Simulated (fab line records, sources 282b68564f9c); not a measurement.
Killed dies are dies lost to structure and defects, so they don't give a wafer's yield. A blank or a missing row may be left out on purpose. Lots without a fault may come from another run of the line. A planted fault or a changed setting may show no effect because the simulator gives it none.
Problem report in the 8D (eight disciplines) form, filled by code | flow rit_cmos | the parts of the form that need people (team, actions taken, sign-off) are left out

1. THE PROBLEM
NLDD_OVL at RIT_NLDD_OVL_MEAS_06 reads a mean of -149.6 nm on 12 wafers of 4 lots; wafers without a fault read 0.3 nm with a standard deviation of 1.4. That is -99 or more standard deviations from the usual mean.
First seen on wafer L981.1, day 5 07:58, on overlay-01. The record holds 48 wafers of 16 lots with a number at this step. Rule for "out", or "out of limits": more than 4 standard deviations from the usual mean. The other wafers with a number count as sound.

2. WHAT IT IS AND WHAT IT IS NOT
question                    | is                     | is not
which readings at this step | NLDD_OVL               | -
which lots                  | L981, L983, L988, L989 | L970, L972, L973, L975, L977, L978, L979, L987, L990, L991, L992, L993
which wafers of those lots  | all that have a number | -
read on which gauges        | overlay-01, overlay-02 | -
when                        | from day 5 07:58       | up to then (21 sound wafers); but 15 sound wafers of L987, L990, L991, L992, L993 came after

3. SUSPECTS, AND WHAT RULES EACH OUT
Counting: a tool at a process step up to the reading stays a suspect if it ran every lot that is out and no sound lot after the first of them.
- the gauge at RIT_NLDD_OVL_MEAS_06: ruled out. The wafers that are out were read on 2 gauges (overlay-01, overlay-02).
- iline_stepper-02 at RIT_NLDD_EXPOSE_03 (exposes mask M7, target cd 40700 nm): kept. It ran every lot that is out, first L981 (day 5 07:34), and no sound lot after that; its last sound lot up to then is L979 (day 4 20:10).
Left after counting: iline_stepper-02 at RIT_NLDD_EXPOSE_03.

4. THE CAUSE (what the simulator had put in)
Scanner matching overlay: iline_stepper-02, from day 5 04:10 on, at RIT_NLDD_EXPOSE_03. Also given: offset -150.
Counting left only this tool.

5. THE CHAIN OF EFFECTS, in route order
Each row: a reading whose mean over the struck wafers that have a number lies more than 3 standard deviations from the usual. Only readings for which the record gives a usual standard deviation are gone through. hours: the time from each lot's start at the first step in this table that gives one to its start at this step, as a median over the lots. sigmas: the change in usual standard deviations.
hours | step                 | reading  | usual  | on struck wafers | change | sigmas
0     | RIT_NLDD_OVL_MEAS_06 | NLDD_OVL | 0.3 nm | -149.6           | -149.9 | -99 or more

6. WHAT WOULD HAVE CAUGHT IT SOONER
In this record the first reading out of limits at a measuring or inspecting step was taken at day 5 07:58, 4 hours after the fault began at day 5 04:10.
Of the tool readings at RIT_NLDD_EXPOSE_03 for which the record gives a usual standard deviation, none was out on any struck wafer, so an alarm limit of 4 standard deviations on them would not have fired.
Of the lots that are out (4), L983, L988, L989 began RIT_NLDD_EXPOSE_03 on iline_stepper-02 after day 5 07:58. A hold on the tool at that time would have spared those 3.
